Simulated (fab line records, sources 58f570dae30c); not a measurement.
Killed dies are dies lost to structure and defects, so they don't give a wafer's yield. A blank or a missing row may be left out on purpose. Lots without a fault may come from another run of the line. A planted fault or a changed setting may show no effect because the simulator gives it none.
Problem report in the 8D (eight disciplines) form, filled by code | flow berkeley_cmos170 | the parts of the form that need people (team, actions taken, sign-off) are left out

1. THE PROBLEM
rf_fwd_power_W at UCB170_V2_ETCH_14 reads a mean of 782.6 W on 3 wafers of 2 lots; wafers without a fault read 698.4 W with a standard deviation of 2.1. That is +40 standard deviations from the usual mean.
The step: etches SiO2 in CHF3/CF4/Ar, stops on Al, target depth 1250 nm, time 291 s.
First seen on wafer L535.1, day 9 12:31, on rie_diel-04. The record holds 18 wafers of 6 lots with a number at this step. Rule for "out", or "out of limits": more than 4 standard deviations from the usual mean. The other wafers with a number count as sound.

2. WHAT IT IS AND WHAT IT IS NOT
question                    | is                     | is not
which readings at this step | rf_fwd_power_W         | drypump_motor_current_A, oes_product_au, throttle_valve_pct
which lots                  | L535, L536             | L526, L528, L538, L543
which wafers of those lots  | L535.1, L536.3, L536.5 | L535.3, L535.6, L536.6
read on which tools         | rie_diel-04            | rie_diel-01, rie_diel-02
when                        | from day 9 12:31       | up to then (8 sound wafers); but 7 sound wafers of L536, L538, L543 came after

3. SUSPECTS, AND WHAT RULES EACH OUT
Counting: a tool at a process step up to the reading stays a suspect if it ran every lot that is out. Sound lots after the first of them don't rule it out here, since some wafers of a struck lot are sound.
- cmp-02 at UCB170_V2_CMP_02 (polishes SiO2): kept. It ran every lot that is out, first L535 (day 9 09:23); its last sound lot up to then is L528 (day 7 13:08).
- rie_diel-04 at UCB170_V2_ETCH_14 (etches SiO2 in CHF3/CF4/Ar, stops on Al, target depth 1250 nm, time 291 s): kept. It ran every lot that is out, first L535 (day 9 12:31); its last sound lot up to then is L528 (day 7 15:51). Its own readings are out on those wafers: rf_fwd_power_W.
- Within rie_diel-04 at UCB170_V2_ETCH_14: the wafers that are out ran in chamber 1; their sound lot-mates ran in chambers 0, 3.
Left after counting: cmp-02 at UCB170_V2_CMP_02, rie_diel-04 at UCB170_V2_ETCH_14.

4. THE CAUSE (what the simulator had put in)
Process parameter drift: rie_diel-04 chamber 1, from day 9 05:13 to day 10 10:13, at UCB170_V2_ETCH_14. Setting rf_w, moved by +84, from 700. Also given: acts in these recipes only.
Counting left 2 suspects, and this tool is among them.

5. THE CHAIN OF EFFECTS, in route order
Each row: a reading whose mean over the struck wafers that have a number lies more than 3 standard deviations from the usual. Only readings for which the record gives a usual standard deviation are gone through. hours: the time from each lot's start at the first step in this table that gives one to its start at this step, as a median over the lots. sigmas: the change in usual standard deviations.
hours | step               | reading                  | usual   | on struck wafers | change | sigmas
0     | UCB170_V2_ETCH_14  | rf_fwd_power_W           | 698.4 W | 782.6            | +84.2  | +40
0     | UCB170_V2_STRIP_15 | strip_time_to_endpoint_s | 15.38 s | 14.95            | -0.43  | -3.9
The process steps in it:
- UCB170_V2_ETCH_14: etches SiO2 in CHF3/CF4/Ar, stops on Al, target depth 1250 nm, time 291 s.
- UCB170_V2_STRIP_15: strips in O2.
Later measuring or inspecting steps at which every struck wafer that the step has a row for has a number for every such reading, and none has moved that far: UCB170_V2_CD_MEAS_90.

6. WHAT WOULD HAVE CAUGHT IT SOONER
In this record the first reading out of limits was taken at day 9 12:31, 7 hours after the fault began at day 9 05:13.
